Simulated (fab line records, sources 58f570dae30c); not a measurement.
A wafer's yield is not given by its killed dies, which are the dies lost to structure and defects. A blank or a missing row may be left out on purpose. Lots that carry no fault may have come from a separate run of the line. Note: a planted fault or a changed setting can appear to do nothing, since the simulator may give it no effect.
Which tool is to blame?    flow berkeleyCmos170    route of 331 steps, sampled at 1 step: 7 lots, 21 wafers

## WHAT EACH GAUGE READ, for each wafer
UCB170_PWELL_OVL_MEAS_13.
lot   measured     on          PWELL_OVL (nm)
L518  day 3 13:55  overlay-01  -1 1 -6
L520  day 3 21:48  overlay-02  -1 -2 0
L523  day 4 13:36  overlay-02  14 1 10
L527  day 5 06:05  overlay-01  11 15 3
L530  day 6 02:35  overlay-01  1 5 8
L534  day 7 00:20  overlay-02  -2 2 2
L538  day 7 16:27  overlay-02  -3 7 6

## WHAT TOOL EACH LOT RAN ON (gives the tool, then ch and the chambers of the sampled wafers, and finally the start)
Before these readings, the record contains no process step.

## THE ANSWER, worked out from the rows above alone
Rule: the lots themselves supply what counts as usual. Put in order of their means at a reading, lots are off if they are a third of the lots or fewer, leave a main group of 4 or more, and stand apart from it by a gap of 3 or more times the standard deviation of the main group's means; of several such gaps the widest counts. Not used: any main group whose means are identical at the precision the tables above print for the reading. Also off: a lot with no number at a reading for which 4 or more lots have one. Any other lot the step has rows for is counted as sound.
No lot is off on any of the readings shown, so nothing can be concluded from this.

## WHAT WAS PUT IN BY THE SIMULATOR
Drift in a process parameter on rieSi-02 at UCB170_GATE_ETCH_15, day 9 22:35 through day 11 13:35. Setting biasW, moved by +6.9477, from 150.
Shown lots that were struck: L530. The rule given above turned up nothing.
